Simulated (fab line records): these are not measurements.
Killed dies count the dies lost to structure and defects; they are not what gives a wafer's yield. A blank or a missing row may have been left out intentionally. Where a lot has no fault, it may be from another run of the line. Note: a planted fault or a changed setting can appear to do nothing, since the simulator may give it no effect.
One fault through the eyes of 2 desks	flow rit-cmos	what lay behind the numbers comes last; until then each desk has only its own

== THE METROLOGY DESK ==
What the gauges read, lot by lot, whatever tool the lot ran on: means of the sampled wafers that have a number. If a lot's mean is further than 4 standard deviations from the usual mean, the lot is out of limits and carries the mark OUT (the distance appears in the brackets).
Columns: A = PSD_TW at RIT_PSD_TW_MEAS_10, usual 3427; B = CONTACT_TEOS_THK at RIT_CONTACT_THK_MEAS_01, usual 399 nm
lot	first seen here	A	B
L487	day 3 02:59	3442	404
L488	day 3 07:11	3447	405
L489	day 3 17:56	3448	391
L490	day 3 21:26	3413	401
L491	day 4 05:21	3438	414
L492	day 4 05:23	3404	394
L493	day 4 09:20	3452	403
L495	day 4 23:31	3393	395
L498	day 5 15:02	3420	397
L499	day 5 17:10	3431	399
L504	day 6 17:02	3416	400
L506	day 7 04:25	3400	404
L508	day 7 17:43	3422	398
L510	day 8 00:29	3438	396
This desk's finding: nothing out of limits on any of the 14 lots.

== FOR THE TOOL OWNER'S DESK: rie-si-01 ==
The tool's own readings at RIT_GATE_ETCH_19 (etches poly-Si in SF6/CHF3/O2, stops on SiO2, time 165 s, target depth 312.5 nm): means of the sampled wafers that have a number, for each lot that ran on this tool. If a lot's mean is further than 4 standard deviations from the usual mean, the lot is out of limits and carries the mark OUT (the distance appears in the brackets).
Columns: A = drypump-motor-current-A at RIT_GATE_ETCH_19, usual 5.5 A; B = oes-product-au at RIT_GATE_ETCH_19, usual 0.850 a.u.; C = rf-fwd-power-W at RIT_GATE_ETCH_19, usual 159.5 W; D = throttle-valve-pct at RIT_GATE_ETCH_19, usual 10.22 %
lot	first seen here	A	B	C	D
L487	day 2 13:43	5.8	0.863	160.0	10.39
L489	day 3 05:34	5.5	0.848	159.2	10.21
L491	day 3 14:04	6.3	0.862	159.5	10.38
L493	day 3 20:59	5.2	0.858	159.1	10.26
L495	day 4 09:58	5.5	0.850	167.4 (+17) OUT	10.20
L499	day 5 04:08	6.3	0.871	176.7 (+37) OUT	10.38
Finding of this desk: L495, L499 out of limits; the first was L495 at day 4 09:58, on rf-fwd-power-W at RIT_GATE_ETCH_19. L487, L489, L491, L493 stayed within limits.

== TAKEN TOGETHER ==
The tool owner's desk could have raised an alarm at day 4 09:58, on L495, L499.
From the metrology desk's view, nothing was out of limits.
The metrology desk holds a record of L495, L499, inside its limits.
All the named lots went through RIT_GATE_ETCH_19 on rie-si-01.

== WHAT WAS PUT IN BY THE SIMULATOR ==
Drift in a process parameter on rie-si-01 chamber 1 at RIT_GATE_ETCH_19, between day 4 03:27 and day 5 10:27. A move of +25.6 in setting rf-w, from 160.
Struck lots among those shown: L495, L499.
Each desk's first reading out of limits, in hours after the fault started: the tool owner's desk, 7.
